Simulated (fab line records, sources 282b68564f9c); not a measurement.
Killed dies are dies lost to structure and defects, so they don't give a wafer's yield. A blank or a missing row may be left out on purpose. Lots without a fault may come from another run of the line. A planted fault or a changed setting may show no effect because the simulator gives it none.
fab line records | flow rit_cmos
record lots=15 wafers=45 last_day=7
route steps=202 shown PWELL@47
lots that met no fault: from a run of the same line without faults
start_h: hours from the record's first day to the start of the lot's first wafer shown | wait_h: hours since the lot's step before | " the same as in the row above | L1.1+2: a row that stands for several wafers | - no value, or no start given | * or withheld: withheld | < > ~ a bound
route shown NAME@n: a module of which the file shows steps, and the number in the route of the first | usual: mean/standard deviation of fault-free wafers | same: alike in all rows | chamber/n: place in a boat | sites: the reading at each site | _std_site: their standard deviation | _edge_site: outer sites' mean less inner sites' | radius_mm: how far each site lies from the wafer's centre | mask NAME#n: copy n | behind: the tool/chamber that last shaped the wafer | hold: why the lot was held/for how many hours/how that ended | device: the transistor (n, p or np) that didn't switch | end of line: the same wafers' tests at the end of the route | a step without rows: its recipe alone | killed: dies lost to structure and defects at the first sort, not the wafer's yield | map: a wafer's dies, x killed, . not, _ none there
set.NAME: the setting as run; set.NAME@STEP: as run at that earlier step | model.NAME: the simulator's own value behind a step, which no gauge read
steps of the route over a sample of lots; a table a step, a row a wafer
services: from which hour (start_h, from the record's first day; less than 0 if before it) a tool's chamber was out of use, for how many hours, and why
## steps
# step RIT_PWELL_IMPLANT_08
# recipe species=B energy_kev=170 dose_cm2=7e+13 tilt_deg=7
# usual beam_energy_keV=170.00/0.048 beam_on_s=10.01/0.21
# columns lot.wafer tool chamber start_h wait_h beam_energy_keV beam_on_s
L825.1 implanter-01 0 24.78 0.2 170.08 9.93
L825.3 " 0 " " 169.93 10.02
L825.5 " 0 " " 170.00 10.08
L826.3 implanter-02 0 27.89 0.2 170.04 9.67
L826.4 " 0 " " 170.07 9.83
L826.5 " 0 " " 170.05 10.01
L827.2 implanter-04 0 33.79 0.2 170.04 9.98
L827.4 " 0 " " 169.95 9.93
L827.6 " 0 " " 170.01 9.78
L830.3 implanter-02 0 49.85 0.2 169.94 9.82
L830.4 " 0 " " 170.01 10.04
L830.6 " 0 " " 169.97 10.17
L831.1 implanter-02 0 55.74 0.2 169.93 10.52
L831.2 " 0 " " 169.95 10.04
L831.3 " 0 " " 170.04 9.88
L832.2 implanter-02 0 59.51 0.2 220.91 10.19
L832.4 " 0 " " 220.94 9.82
L832.6 " 0 " " 220.94 10.31
L833.3 implanter-02 0 63.50 0.2 220.93 9.88
L833.4 " 0 " " 220.94 10.12
L833.5 " 0 " " 220.99 10.17
L834.1 implanter-02 0 72.65 0.2 220.98 10.29
L834.4 " 0 " " 220.93 9.82
L834.6 " 0 " " 220.96 10.13
L835.1 implanter-01 0 75.56 0.2 170.03 10.03
L835.5 " 0 " " 169.98 9.95
L835.6 " 0 " " 169.95 10.13
L843.1 implanter-01 0 120.95 0.2 170.05 10.00
L843.3 " 0 " " 170.03 10.02
L843.5 " 0 " " 169.99 10.28
L845.4 implanter-01 0 126.15 0.2 169.98 10.19
L845.5 " 0 " " 169.92 9.98
L845.6 " 0 " " 170.01 9.95
L844.1 implanter-04 0 126.32 0.2 170.00 10.12
L844.2 " 0 " " 170.04 10.21
L844.4 " 0 " " 169.97 9.74
L846.1 implanter-04 0 129.67 0.2 170.03 9.85
L846.3 " 0 " " 170.05 9.72
L846.4 " 0 " " 170.06 10.41
L847.3 implanter-01 0 133.94 0.2 169.96 9.96
L847.5 " 0 " " 169.95 10.31
L847.6 " 0 " " 169.97 9.93
L848.3 implanter-04 0 140.27 0.2 170.11 9.84
L848.4 " 0 " " 170.13 9.98
L848.5 " 0 " " 170.06 10.17
# step RIT_WELLDRIVE_RS_MEAS_02
# recipe thk_meas_gauge=four-point-probe
# usual PWELL_RS=429.3/1.2
# columns lot.wafer tool chamber start_h wait_h PWELL_RS[ohm/sq]
L825.1 film_metro-01 - 31.52 0.1 430.7
L825.3 " - " " 430.4
L825.5 " - " " 429.1
L826.3 film_metro-02 - 33.47 0.1 430.2
L826.4 " - " " 429.3
L826.5 " - " " 429.7
L827.2 film_metro-01 - 39.37 0.1 432.2
L827.4 " - " " 430.7
L827.6 " - " " 432.3
L830.3 film_metro-02 - 57.03 0.1 427.8
L830.4 " - " " 428.5
L830.6 " - " " 427.2
L831.1 film_metro-04 - 61.44 0.1 427.2
L831.2 " - " " 428.0
L831.3 " - " " 427.9
L832.2 film_metro-02 - 65.09 0.1 416.7
L832.4 " - " " 417.5
L832.6 " - " " 418.5
L833.3 film_metro-01 - 70.19 0.1 416.8
L833.4 " - " " 417.9
L833.5 " - " " 418.7
L834.1 film_metro-02 - 78.24 0.1 417.1
L834.4 " - " " 417.5
L834.6 " - " " 417.7
L835.1 film_metro-01 - 82.99 0.1 430.0
L835.5 " - " " 430.4
L835.6 " - " " 431.3
L843.1 film_metro-01 - 127.26 0.1 428.9
L843.3 " - " " 429.4
L843.5 " - " " 430.1
L844.1 film_metro-04 - 132.73 0.1 429.3
L844.2 " - " " 429.6
L844.4 " - " " 427.8
L845.4 film_metro-01 - 132.79 0.1 429.9
L845.5 " - " " 429.6
L845.6 " - " " 429.7
L846.1 film_metro-04 - 135.26 0.1 427.6
L846.3 " - " " 430.8
L846.4 " - " " 428.9
L847.3 film_metro-02 - 139.73 0.1 427.9
L847.5 " - " " 428.4
L847.6 " - " " 427.6
L848.3 film_metro-04 - 146.38 0.1 428.8
L848.4 " - " " 428.7
L848.5 " - " " 428.6
## services
# columns tool chamber start_h hours kind
implanter-02 - 76.55 3.1 repair
## key
first_sign step=RIT_PWELL_IMPLANT_08 reading=beam_energy_keV direction=up sigmas=99+ usual=170.00 struck=220.95
effect step=RIT_WELLDRIVE_RS_MEAS_02 reading=PWELL_RS direction=down sigmas=9.7 usual=429.3 struck=417.6
met_at RIT_PWELL_IMPLANT_08
struck_lots L832,L833,L834
tester_left_out L832,L833,L834
onset_between 55.74 59.51
fault kind=process_parameter_drift tool=implanter-02 chamber=- onset_h=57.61 steps=RIT_PWELL_IMPLANT_08 channel=energy_kev offset=51 shape=step end_h=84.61 acts_in=these_recipes_only stated=170
# tester_left_out: of these lots the tester's yield and bins aren't shown, on N5 and GAA mostly nor the transistor test; their killed dies are dies lost to structure and defects alone, not to doping, threshold or leakage, so they don't give the yield
